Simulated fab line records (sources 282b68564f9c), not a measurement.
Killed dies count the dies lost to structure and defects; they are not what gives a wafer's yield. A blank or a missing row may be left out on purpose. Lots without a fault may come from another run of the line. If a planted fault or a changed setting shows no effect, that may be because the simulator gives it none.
Chamber matching ; flow rit cmos ; RIT_ACTIVE_ETCH_13 on rie diel-04 has 4 sister chambers
The step etches Si3N4 in SF6, stops on SiO2, time 210 s, target depth 210 nm. 14 wafers are shown with their chamber, then 7 later ones without.

== WAFERS WITH THEIR CHAMBER ==
wafer;chamber;drypump motor current A (A);throttle valve pct (%);oes product au (a.u.)
L633.3;2;5.1;7.58;0.794
L633.5;3;4.8;7.31;0.833
L633.6;2;5.1;7.60;0.790
L634.1;3;4.7;7.33;0.831
L634.2;1;5.7;7.52;0.820
L634.6;0;5.7;7.51;0.810
L637.1;1;5.7;7.51;0.812
L637.2;0;5.7;7.51;0.815
L637.6;1;5.7;7.53;0.815
L638.2;2;5.1;7.59;0.791
L638.4;3;4.8;7.33;0.836
L638.5;2;5.1;7.58;0.783
L642.1;1;5.7;7.53;0.823
L642.4;0;5.7;7.54;0.815

SIGNATURES, as means of the wafers listed above
reading;chamber 0;chamber 1;chamber 2;chamber 3;scatter within a chamber
drypump motor current A;5.700;5.700;5.100;4.767;0.0258
throttle valve pct;7.5200;7.5225;7.5875;7.3233;0.0119
oes product au;0.81333;0.81750;0.78950;0.83333;0.00409
Rule: for a wafer and a chamber, the distance is found by dividing, reading by reading, the gap between the wafer's reading and the chamber's mean by the reading's scatter, squaring, summing and taking the root. If the next closest chamber is less than 2 further off than the closest, the wafer can't be placed; otherwise it belongs to the closest. The scatter: the root of (the sum of the squares of (reading less its chamber's mean) over the shown wafers, divided by (wafers less chambers)).

== WAFERS WHOSE CHAMBER IS MISSING ==
wafer;drypump motor current A (A);throttle valve pct (%);oes product au (a.u.)
L642.6;5.7;7.53;0.816
L651.2;5.7;7.50;0.818
L651.5;4.7;7.34;0.820
L651.6;5.7;7.52;0.818
L655.2;5.1;7.58;0.841
L655.3;4.8;7.32;0.840
L655.6;5.1;7.59;0.838

== CHAMBER TAKEN BY EACH ==
wafer;from the rows above;in truth
L642.6;can't be placed: 1 or 0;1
L651.2;can't be placed: 1 or 0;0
L651.5;3;3
L651.6;can't be placed: 1 or 0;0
L655.2;2;2
L655.3;3;3
L655.6;2;2
Placed correctly: 4 of 7. Not placeable from these rows: 3 (in 3, the candidates include the true chamber). Placed wrongly: 0.
